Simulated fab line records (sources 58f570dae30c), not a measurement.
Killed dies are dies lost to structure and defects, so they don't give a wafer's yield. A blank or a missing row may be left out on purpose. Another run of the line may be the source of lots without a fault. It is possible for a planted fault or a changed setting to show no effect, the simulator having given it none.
Which tool is to blame? ; flow berkeley_cmos170 ; 21 wafers from 7 lots sampled at 3 of the route's 331 steps

== WHAT THE GAUGES SHOWED, per wafer ==
UCB170_V2_OVL_MEAS_13.
lot;measured;on;V2_OVL (nm)
L179;day 7 17:55;overlay-02;-2 0 -2
L181;day 8 06:25;overlay-02;0 3 7
L184;day 8 18:16;overlay-01;-4 2 -7
L195;day 11 07:09;overlay-01;2 -1 1
L197;day 11 20:02;overlay-01;-9 1 -6

== TOOL THAT RAN EACH LOT (tool first, then ch and the chambers of the sampled wafers, then the start) ==
lot;UCB170_ZERO_EXPOSE_03;UCB170_ZERO_ETCH_06
L179;krf_scanner-02 ch 0, day 2 01:20;rie_diel-02 ch 0,1,3, day 2 01:44
L181;krf_scanner-01 ch 0, day 2 10:37;rie_diel-01 ch 2,3, day 2 11:01
L184;krf_scanner-02 ch 0, day 3 03:07;rie_diel-02 ch 0,1,3, day 3 03:48
L186;krf_scanner-02, day 3 13:31;rie_diel-03 ch 0,2,3, day 3 13:54
L188;krf_scanner-01, day 3 20:06;rie_diel-01 ch 1,2, day 3 20:32
L195;krf_scanner-02 ch 0, day 5 06:44;rie_diel-01 ch 0,2, day 5 07:28
L197;krf_scanner-01 ch 0, day 5 15:53;rie_diel-03 ch 2,3, day 5 16:28
- UCB170_ZERO_EXPOSE_03: exposes mask PM MARKS, target cd 4000 nm.
- UCB170_ZERO_ETCH_06: etches SiO2 in CHF3/CF4/Ar, time 12 s.

== THE ANSWER, worked out from the rows above alone ==
Rule: the usual values come from the lots themselves. The widest of any qualifying gaps counts: lots, ordered by their means at a reading, are off when they make up no more than a third of the lots, leave a main group of 4 or more, and stand apart from it by 3 or more times the standard deviation of that group's means. A main group is skipped when, at the precision printed for the reading in the tables above, its means are all equal. A lot without any number at a reading at which 4 lots or more have one is off too. The other lots that the step has rows for count as sound.
Nothing can be told from this: no lot is off at any reading shown.

== WHAT WAS PUT IN BY THE SIMULATOR ==
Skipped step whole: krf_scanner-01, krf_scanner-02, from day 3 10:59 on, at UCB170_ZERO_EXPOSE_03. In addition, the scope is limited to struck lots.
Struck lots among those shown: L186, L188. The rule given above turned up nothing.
